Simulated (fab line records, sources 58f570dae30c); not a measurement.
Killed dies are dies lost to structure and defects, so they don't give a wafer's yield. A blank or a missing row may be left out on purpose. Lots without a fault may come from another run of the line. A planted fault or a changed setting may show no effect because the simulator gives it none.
One fault seen from 2 desks | flow berkeley_cmos170 | each desk has only its own numbers; what lay behind them comes last

THE TOOL OWNER'S DESK: rie_diel-04
The tool's own readings at UCB170_PWELL_ETCH_14 (etches Si3N4 in CH3F/Ar/O2, stops on SiO2, target depth 242 nm, time 151 s): means of the sampled wafers that have a number, for each lot that ran on this tool. A lot is out of limits, marked OUT, if its mean lies more than 4 standard deviations from the usual mean; the brackets give that distance.
Columns: A = drypump_motor_current_A at UCB170_PWELL_ETCH_14, usual 5.44 A; B = oes_product_au at UCB170_PWELL_ETCH_14, usual 0.937 a.u.; C = throttle_valve_pct at UCB170_PWELL_ETCH_14, usual 8.09 %
lot  | first seen here | A    | B     | C
L526 | day 3 18:31     | 5.52 | 0.942 | 8.09
L529 | day 4 04:59     | 5.52 | 0.933 | 8.09
L538 | day 6 12:02     | 5.41 | 0.936 | 8.10
L540 | day 6 16:55     | 5.36 | 0.931 | 8.05
This desk's finding: nothing out of limits on any of the 4 lots.

THE METROLOGY DESK
What the gauges read, lot by lot, whatever tool the lot ran on: means of the sampled wafers that have a number. A lot is out of limits, marked OUT, if its mean lies more than 4 standard deviations from the usual mean; the brackets give that distance.
Columns: A = ACTIVE_NITRIDE_THK at UCB170_ACTIVE_THK_MEAS_06, usual 220.1 nm; B = PLDD_OVL at UCB170_PLDD_OVL_MEAS_07, usual 0 nm
lot  | first seen here | A     | B
L524 | day 4 11:16     | 218.5 | -2
L525 | day 4 11:17     | 220.2 | -2
L527 | day 5 04:10     | 223.2 | 4
L526 | day 5 04:11     | 221.4 | 1
L528 | day 5 04:13     | 220.6 | 0
L529 | day 5 12:50     | 221.4 | 2
L530 | day 5 15:56     | 221.6 | -7
L531 | day 5 23:30     | 218.6 | 6
L538 | day 7 19:48     | 219.6 | -2
L540 | day 8 00:40     | 220.7 | 8
L541 | day 8 00:40     | 218.5 | 5
L542 | day 8 00:40     | 221.5 | -2
L545 | day 9 00:06     | 220.4 | -4
L544 | day 9 00:07     | 220.2 | 0
This desk's finding: nothing out of limits on any of the 14 lots.

PUT TOGETHER
The tool owner's desk saw nothing out of limits.
The metrology desk saw nothing out of limits.

WHAT THE SIMULATOR HAD PUT IN
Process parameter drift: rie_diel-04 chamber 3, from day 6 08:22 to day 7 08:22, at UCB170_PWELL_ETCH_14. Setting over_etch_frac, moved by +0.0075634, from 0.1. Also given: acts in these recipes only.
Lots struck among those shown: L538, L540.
